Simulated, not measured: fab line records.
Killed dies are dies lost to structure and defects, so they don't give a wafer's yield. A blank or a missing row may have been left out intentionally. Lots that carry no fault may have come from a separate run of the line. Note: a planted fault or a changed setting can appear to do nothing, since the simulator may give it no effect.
Which of the tools did it?    flow berkeley cmos170    7 lots (20 wafers sampled), 1 step of a 331-step route

## WHAT EACH GAUGE READ, for each wafer
UCB170_PLDD_OVL_MEAS_07.
lot   measured      on          PLDD_OVL (nm)
L857  day 8 07:10   overlay-01  -4 -9 -3
L856  day 8 07:55   overlay-02  -8 -3 -13
L859  day 9 10:26   overlay-01  1 0 1
L862  day 10 01:34  overlay-01  -3 1 7
L863  day 10 01:47  overlay-01  4 9 13
L866  day 10 01:58  overlay-01  5 4
L868  day 10 12:32  overlay-02  11 5 -2

## WHICH TOOL RAN EACH LOT (tool, then ch and the chambers of the sampled wafers, then the start)
There is no process step in the record ahead of these readings.

## THE ANSWER, worked out from the rows above alone
Rule: what is usual is taken from the lots themselves. Put in order of their means at a reading, lots are off if they are a third of the lots or fewer, leave a main group of 4 or more, and stand apart from it by a gap of 3 or more times the standard deviation of the main group's means; of several such gaps the widest counts. A main group whose means are all the same, to the digits that the tables above print for the reading, isn't used. Also off: a lot with no number at a reading for which 4 or more lots have one. The other lots that the step has rows for count as sound.
No lot is off at any reading shown: from this, nothing can be told.

## WHAT THE SIMULATOR HAD PUT IN
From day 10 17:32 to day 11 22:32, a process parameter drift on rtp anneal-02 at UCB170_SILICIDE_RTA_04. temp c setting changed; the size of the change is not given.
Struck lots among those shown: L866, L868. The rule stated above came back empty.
